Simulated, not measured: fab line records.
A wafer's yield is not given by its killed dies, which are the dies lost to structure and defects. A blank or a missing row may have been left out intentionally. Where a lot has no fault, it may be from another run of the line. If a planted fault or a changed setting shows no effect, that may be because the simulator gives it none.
The tool behind it: which one?    flow rit_cmos    14 lots, 42 wafers sampled, at 2 steps of a route of 202

WHAT THE GAUGES READ, wafer by wafer
RIT_PWELL_OVL_MEAS_06.
lot   measured     on          PWELL_OVL (nm)
L292  day 2 00:31  overlay-01  1.4 0.9 1.9
L294  day 2 11:07  overlay-01  3.5 3.6 2.3
L295  day 2 15:37  overlay-01  -0.2 1.3 1.9
L297  day 3 02:49  overlay-01  1.9 2.7 1.2
L298  day 3 11:02  overlay-01  0.7 0.3 2.0
L299  day 3 17:23  overlay-01  1.5 1.4 0.9
L300  day 3 21:24  overlay-01  - - - - - -
L301  day 4 02:28  overlay-01  - - - - - -
L304  day 4 15:59  overlay-02  -0.3 0.2 0.1
L311  day 5 23:11  overlay-01  0.7 2.4 1.6
L312  day 6 05:29  overlay-02  1.4 2.7 -0.2
L313  day 6 10:38  overlay-02  1.5 -0.5 -0.3
L314  day 6 14:45  overlay-02  0.3 2.3 0.2
L315  day 6 19:38  overlay-02  0.0 -0.4 -1.2

WHAT TOOL EACH LOT RAN ON (gives the tool, then ch and the chambers of the sampled wafers, and finally the start)
lot   RIT_PWELL_EXPOSE_03
L292  iline_stepper-02 ch 0, day 2 00:05
L294  iline_stepper-01 ch 0, day 2 10:31
L295  iline_stepper-02 ch 0, day 2 15:11
L297  iline_stepper-01 ch 0, day 3 02:23
L298  iline_stepper-01 ch 0, day 3 10:38
L299  iline_stepper-02 ch 0, day 3 16:58
L300  iline_stepper-02 ch 0, day 3 20:59
L301  iline_stepper-02 ch 0, day 4 02:03
L304  iline_stepper-01 ch 0, day 4 15:34
L311  iline_stepper-01 ch 0, day 5 22:45
L312  iline_stepper-01 ch 0, day 6 05:03
L313  iline_stepper-01 ch 0, day 6 10:01
L314  iline_stepper-01 ch 0, day 6 14:19
L315  iline_stepper-01 ch 0, day 6 19:13
- RIT_PWELL_EXPOSE_03: exposes mask M3, target cd 43700 nm.

AS READ BY THE TOOLS THEMSELVES (means over the sampled wafers that have a number; for cases with no such wafer, the mark the record gives instead)
The record holds no such reading with a usual standard deviation.

THE ANSWER, worked out from the rows above alone
Rule: the usual values come from the lots themselves. Put in order of their means at a reading, lots are off if they are a third of the lots or fewer, leave a main group of 4 or more, and stand apart from it by a gap of 3 or more times the standard deviation of the main group's means; of several such gaps the widest counts. A main group is skipped when, at the precision printed for the reading in the tables above, its means are all equal. A lot without any number at a reading at which 4 lots or more have one is off too. All remaining lots with rows at the step are treated as sound. The gauges are gone through in route order, then the tools' own readings, and for those a lot's mean is taken as printed above. At the first step where some lot is off, the reading lying furthest off is the one used; lots without a number count as furthest.
Off: L300, L301, seen at RIT_PWELL_OVL_MEAS_06 (PWELL_OVL). Without a number there: L300, L301. For the main group the mean is 1.1 nm and the standard deviation 0.91.
A tool fits if, at a process step before that reading, it ran every lot that is off, and no sound lot after the first of them. Gauges at RIT_PWELL_OVL_MEAS_06: tried the same way as those tools. One fits: iline_stepper-02 at RIT_PWELL_EXPOSE_03. Its last sound lot is L299 (day 3 16:58), its first lot that is off L300 (day 3 20:59): a fault that began between those two fits.

WHAT THE SIMULATOR HAD INSERTED
Scanner matching overlay: iline_stepper-02, from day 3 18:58 on, at RIT_PWELL_EXPOSE_03. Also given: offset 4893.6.
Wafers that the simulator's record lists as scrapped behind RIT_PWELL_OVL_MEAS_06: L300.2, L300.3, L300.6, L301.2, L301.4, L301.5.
Shown lots that were struck: L300, L301. Same finding as the rule above.
